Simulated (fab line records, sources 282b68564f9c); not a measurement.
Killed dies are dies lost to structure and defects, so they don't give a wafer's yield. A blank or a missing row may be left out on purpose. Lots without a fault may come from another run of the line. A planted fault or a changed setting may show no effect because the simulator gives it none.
Problem report in the 8D (eight disciplines) form, filled by code | flow rit_cmos | the parts of the form that need people (team, actions taken, sign-off) are left out

1. THE PROBLEM
oes_product_au at RIT_ACTIVE_ETCH_13 reads a mean of 0.724 a.u. on 2 wafers of 2 lots; wafers without a fault read 0.825 a.u. with a standard deviation of 0.012. That is -8.4 standard deviations from the usual mean.
The step: etches Si3N4 in SF6, stops on SiO2, time 210 s, target depth 210 nm.
First seen on wafer L778.1, day 4 15:10, on rie_diel-03. The record holds 18 wafers of 6 lots with a number at this step. Rule for "out", or "out of limits": more than 4 standard deviations from the usual mean. The other wafers with a number count as sound.

2. WHAT IT IS AND WHAT IT IS NOT
question                    | is               | is not
which readings at this step | oes_product_au   | drypump_motor_current_A, throttle_valve_pct
which lots                  | L778, L781       | L764, L772, L785, L786
which wafers of those lots  | L778.1, L781.6   | L778.5, L778.6, L781.2, L781.5
read on which tools         | rie_diel-03      | rie_diel-02
when                        | from day 4 15:10 | up to then (8 sound wafers); but 8 sound wafers of L781, L785, L786 came after

3. SUSPECTS, AND WHAT RULES EACH OUT
Counting: a tool at a process step up to the reading stays a suspect if it ran every lot that is out. Sound lots after the first of them don't rule it out here, since some wafers of a struck lot are sound.
- rie_diel-03 at RIT_ACTIVE_ETCH_13 (etches Si3N4 in SF6, stops on SiO2, time 210 s, target depth 210 nm): kept. It ran every lot that is out, first L778 (day 4 15:10); its last sound lot up to then is L772 (day 3 07:19). Its own readings are out on those wafers: oes_product_au.
- Within rie_diel-03 at RIT_ACTIVE_ETCH_13: the wafers that are out ran in chamber 3; their sound lot-mates ran in chambers 1, 2.
Left after counting: rie_diel-03 at RIT_ACTIVE_ETCH_13.

4. THE CAUSE (what the simulator had put in)
Process parameter drift: rie_diel-03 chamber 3, from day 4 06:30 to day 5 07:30, at RIT_ACTIVE_ETCH_13. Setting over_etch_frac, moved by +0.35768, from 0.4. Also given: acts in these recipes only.
Counting left only this tool.

5. THE CHAIN OF EFFECTS, in route order
Each row: a reading whose mean over the struck wafers that have a number lies more than 3 standard deviations from the usual. Only readings for which the record gives a usual standard deviation are gone through. hours: the time from each lot's start at the first step in this table that gives one to its start at this step, as a median over the lots. sigmas: the change in usual standard deviations.
hours | step               | reading        | usual      | on struck wafers | change | sigmas
0     | RIT_ACTIVE_ETCH_13 | oes_product_au | 0.825 a.u. | 0.724            | -0.101 | -8.4
The process steps in it:
- RIT_ACTIVE_ETCH_13: etches Si3N4 in SF6, stops on SiO2, time 210 s, target depth 210 nm.
Later measuring or inspecting steps at which every struck wafer that the step has a row for has a number for every such reading, and none has moved that far: RIT_ACTIVE_CD_MEAS_90, RIT_FOX1_THK_MEAS_01, RIT_FOX2_THK_MEAS_01, RIT_FOX2_THK_MEAS_90.

6. WHAT WOULD HAVE CAUGHT IT SOONER
In this record the first reading out of limits was taken at day 4 15:10, 9 hours after the fault began at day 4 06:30.
